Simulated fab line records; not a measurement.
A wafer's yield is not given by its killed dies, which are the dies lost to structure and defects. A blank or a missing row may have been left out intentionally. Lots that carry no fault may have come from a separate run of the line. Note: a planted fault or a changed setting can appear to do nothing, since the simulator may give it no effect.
Which of the tools did it? || flow rit-cmos || 14 lots with 42 wafers sampled at 2 steps, on a route of 202 steps

WHAT THE GAUGES READ, wafer by wafer
No reading from a measuring or inspecting step in the record can be judged against a usual standard deviation.

WHAT TOOL EACH LOT RAN ON (gives the tool, then ch and the chambers of the sampled wafers, and finally the start)
{"lot": "L849", "RIT_NLDD_DEVELOP_05": "litho-track-03 ch 0, day 2 23:00", "RIT_M1_PROBE_99": "prober-01, day 3 16:30"}
{"lot": "L850", "RIT_NLDD_DEVELOP_05": "litho-track-01 ch 0, day 3 05:00", "RIT_M1_PROBE_99": "prober-02, day 3 22:19"}
{"lot": "L851", "RIT_NLDD_DEVELOP_05": "litho-track-04 ch 0, day 3 12:00", "RIT_M1_PROBE_99": "prober-01, day 4 05:05"}
{"lot": "L852", "RIT_NLDD_DEVELOP_05": "litho-track-04 ch 0, day 3 17:00", "RIT_M1_PROBE_99": "prober-02, day 4 09:30"}
{"lot": "L854", "RIT_NLDD_DEVELOP_05": "litho-track-04 ch 0, day 3 23:00", "RIT_M1_PROBE_99": "prober-02, day 4 16:17"}
{"lot": "L858", "RIT_NLDD_DEVELOP_05": "litho-track-04 ch 0, day 4 18:00", "RIT_M1_PROBE_99": "prober-02, day 5 10:25"}
{"lot": "L863", "RIT_NLDD_DEVELOP_05": "litho-track-03 ch 0, day 5 14:00", "RIT_M1_PROBE_99": "prober-01, day 6 05:58"}
{"lot": "L864", "RIT_NLDD_DEVELOP_05": "litho-track-03 ch 0, day 5 21:00", "RIT_M1_PROBE_99": "prober-02, day 6 13:49"}
{"lot": "L866", "RIT_NLDD_DEVELOP_05": "litho-track-03 ch 0, day 6 07:00", "RIT_M1_PROBE_99": "prober-02, day 6 23:07"}
{"lot": "L868", "RIT_NLDD_DEVELOP_05": "litho-track-01 ch 0, day 6 16:00", "RIT_M1_PROBE_99": "prober-02, day 7 07:51"}
{"lot": "L869", "RIT_NLDD_DEVELOP_05": "litho-track-04 ch 0, day 6 22:00", "RIT_M1_PROBE_99": "prober-01, day 7 13:30"}
{"lot": "L870", "RIT_NLDD_DEVELOP_05": "litho-track-03 ch 0, day 7 01:00", "RIT_M1_PROBE_99": "prober-02, day 7 16:59"}
{"lot": "L871", "RIT_NLDD_DEVELOP_05": "litho-track-03 ch 0, day 7 07:00", "RIT_M1_PROBE_99": "prober-01, day 7 22:59"}
{"lot": "L872", "RIT_NLDD_DEVELOP_05": "litho-track-03 ch 0, day 7 11:00", "RIT_M1_PROBE_99": "prober-02, day 8 03:43"}
- RIT_NLDD_DEVELOP_05: develop time 50 s.
- RIT_M1_PROBE_99

WHAT THE TOOLS THEMSELVES READ (means of the sampled wafers that have a number; where no wafer has one, the mark that the record gives instead)
RIT_NLDD_DEVELOP_05.
{"lot": "L849", "tool": "litho-track-03", "developer-temp-C (C)": 22.97}
{"lot": "L850", "tool": "litho-track-01", "developer-temp-C (C)": 23.03}
{"lot": "L851", "tool": "litho-track-04", "developer-temp-C (C)": 23.02}
{"lot": "L852", "tool": "litho-track-04", "developer-temp-C (C)": 23.02}
{"lot": "L854", "tool": "litho-track-04", "developer-temp-C (C)": 23.90}
{"lot": "L858", "tool": "litho-track-04", "developer-temp-C (C)": 24.09}
{"lot": "L863", "tool": "litho-track-03", "developer-temp-C (C)": 23.16}
{"lot": "L864", "tool": "litho-track-03", "developer-temp-C (C)": 23.09}
{"lot": "L866", "tool": "litho-track-03", "developer-temp-C (C)": 23.10}
{"lot": "L868", "tool": "litho-track-01", "developer-temp-C (C)": 22.97}
{"lot": "L869", "tool": "litho-track-04", "developer-temp-C (C)": 23.01}
{"lot": "L870", "tool": "litho-track-03", "developer-temp-C (C)": 23.06}
{"lot": "L871", "tool": "litho-track-03", "developer-temp-C (C)": 23.09}
{"lot": "L872", "tool": "litho-track-03", "developer-temp-C (C)": 22.85}

RIT_M1_PROBE_99.
{"lot": "L849", "tool": "prober-01", "killed-at-contacts": 0.0, "killed-at-front-end": 8, "killed-dies": 8, "killed-on-rim": 2.3, "killed-open": 3.7, "killed-short": 4.3}
{"lot": "L850", "tool": "prober-02", "killed-at-contacts": 0.7, "killed-at-front-end": 6, "killed-dies": 6, "killed-on-rim": 1.7, "killed-open": 4.3, "killed-short": 2.0}
{"lot": "L851", "tool": "prober-01", "killed-at-contacts": 0.3, "killed-at-front-end": 6, "killed-dies": 6, "killed-on-rim": 0.7, "killed-open": 2.7, "killed-short": 3.3}
{"lot": "L852", "tool": "prober-02", "killed-at-contacts": 0.0, "killed-at-front-end": 6, "killed-dies": 6, "killed-on-rim": 2.3, "killed-open": 2.7, "killed-short": 3.3}
{"lot": "L854", "tool": "prober-02", "killed-at-contacts": 0.0, "killed-at-front-end": 10, "killed-dies": 10, "killed-on-rim": 3.0, "killed-open": 5.7, "killed-short": 4.3}
{"lot": "L858", "tool": "prober-02", "killed-at-contacts": 0.0, "killed-at-front-end": 7, "killed-dies": 7, "killed-on-rim": 3.3, "killed-open": 3.7, "killed-short": 3.7}
{"lot": "L863", "tool": "prober-01", "killed-at-contacts": 0.0, "killed-at-front-end": 5, "killed-dies": 5, "killed-on-rim": 0.7, "killed-open": 2.3, "killed-short": 2.7}
{"lot": "L864", "tool": "prober-02", "killed-at-contacts": 0.0, "killed-at-front-end": 9, "killed-dies": 9, "killed-on-rim": 1.7, "killed-open": 4.7, "killed-short": 3.3}
{"lot": "L866", "tool": "prober-02", "killed-at-contacts": 0.3, "killed-at-front-end": 12, "killed-dies": 12, "killed-on-rim": 4.7, "killed-open": 4.7, "killed-short": 7.7}
{"lot": "L868", "tool": "prober-02", "killed-at-contacts": 0.0, "killed-at-front-end": 6, "killed-dies": 6, "killed-on-rim": 2.7, "killed-open": 3.0, "killed-short": 2.3}
{"lot": "L869", "tool": "prober-01", "killed-at-contacts": 0.0, "killed-at-front-end": 8, "killed-dies": 8, "killed-on-rim": 2.0, "killed-open": 4.0, "killed-short": 4.3}
{"lot": "L870", "tool": "prober-02", "killed-at-contacts": 0.0, "killed-at-front-end": 4, "killed-dies": 4, "killed-on-rim": 1.3, "killed-open": 2.0, "killed-short": 1.7}
{"lot": "L871", "tool": "prober-01", "killed-at-contacts": 0.0, "killed-at-front-end": 5, "killed-dies": 5, "killed-on-rim": 1.7, "killed-open": 2.7, "killed-short": 2.3}
{"lot": "L872", "tool": "prober-02", "killed-at-contacts": 0.3, "killed-at-front-end": 7, "killed-dies": 8, "killed-on-rim": 1.0, "killed-open": 3.3, "killed-short": 4.3}

THE ANSWER, worked out from the rows above alone
Rule: what is usual is taken from the lots themselves. Put in order of their means at a reading, lots are off if they are a third of the lots or fewer, leave a main group of 4 or more, and stand apart from it by a gap of 3 or more times the standard deviation of the main group's means; of several such gaps the widest counts. A main group is skipped when, at the precision printed for the reading in the tables above, its means are all equal. Also off: a lot with no number at a reading for which 4 or more lots have one. Any other lot the step has rows for is counted as sound. Order of review: gauges by route order, followed by the tools' own readings, for which a lot's mean as printed above is used. The first step at which some lot is off is used, and at that step the reading that is off furthest; a lot without a number counts as furthest.
Off: L854, L858 (RIT_NLDD_DEVELOP_05, developer-temp-C). The main group: mean 23.03 C, standard deviation 0.076.
If a tool, at that step or one of the process steps before it, ran each lot that is off and ran no sound lot following the first of them, it fits. Of those tried, none fits.

WHAT THE SIMULATOR PUT IN
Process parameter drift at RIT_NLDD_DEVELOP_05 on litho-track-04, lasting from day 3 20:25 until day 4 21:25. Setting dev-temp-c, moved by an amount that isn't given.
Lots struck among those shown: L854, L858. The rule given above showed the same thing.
